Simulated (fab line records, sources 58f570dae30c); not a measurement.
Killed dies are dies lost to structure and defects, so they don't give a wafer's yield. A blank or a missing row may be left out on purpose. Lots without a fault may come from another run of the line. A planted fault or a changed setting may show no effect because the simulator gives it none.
Which tool did it? | flow berkeley_cmos170 | 6 lots, 18 wafers sampled, at 2 steps of a route of 331

WHAT THE GAUGES READ, wafer by wafer
UCB170_V1_THK_MEAS_04.
lot  | measured     | on            | V1_POLISHED_THK (nm)
L441 | day 9 04:06  | film_metro-01 | 999.4 999.9 998.4
L445 | day 9 14:15  | film_metro-04 | 1000.2 999.4 1000.7
L448 | day 10 05:14 | film_metro-03 | 1000.6 998.6 998.7
L453 | day 11 11:14 | film_metro-01 | 999.4 1001.8 999.6
L457 | day 12 06:38 | film_metro-04 | 1001.9 1000.8 999.8
L462 | day 13 12:56 | film_metro-01 | 1001.7 1001.1 1001.6

WHICH TOOL RAN EACH LOT (tool, then ch and the chambers of the sampled wafers, then the start)
lot  | UCB170_V1_CVD_00
L441 | pecvd-03 ch 0,1,2, day 9 03:28
L445 | pecvd-02 ch 0,1,2, day 9 13:33
L448 | pecvd-02 ch 0,2, day 10 04:37
L453 | pecvd-02 ch 1,2, day 11 10:36
L457 | pecvd-03 ch 0,2, day 12 05:59
L462 | pecvd-03 ch 0,1,2, day 13 12:16
- UCB170_V1_CVD_00: deposits SiO2 from TEOS/O2, target thk 2000 nm, time 250 s.

THE ANSWER, worked out from the rows above alone
Rule: what is usual is taken from the lots themselves. Put in order of their means at a reading, lots are off if they are a third of the lots or fewer, leave a main group of 4 or more, and stand apart from it by a gap of 3 or more times the standard deviation of the main group's means; of several such gaps the widest counts. A main group whose means are all the same, to the digits that the tables above print for the reading, isn't used. A lot without any number at a reading at which 4 lots or more have one is off too. The other lots that the step has rows for count as sound.
No lot is off at any reading shown: from this, nothing can be told.

WHAT THE SIMULATOR HAD PUT IN
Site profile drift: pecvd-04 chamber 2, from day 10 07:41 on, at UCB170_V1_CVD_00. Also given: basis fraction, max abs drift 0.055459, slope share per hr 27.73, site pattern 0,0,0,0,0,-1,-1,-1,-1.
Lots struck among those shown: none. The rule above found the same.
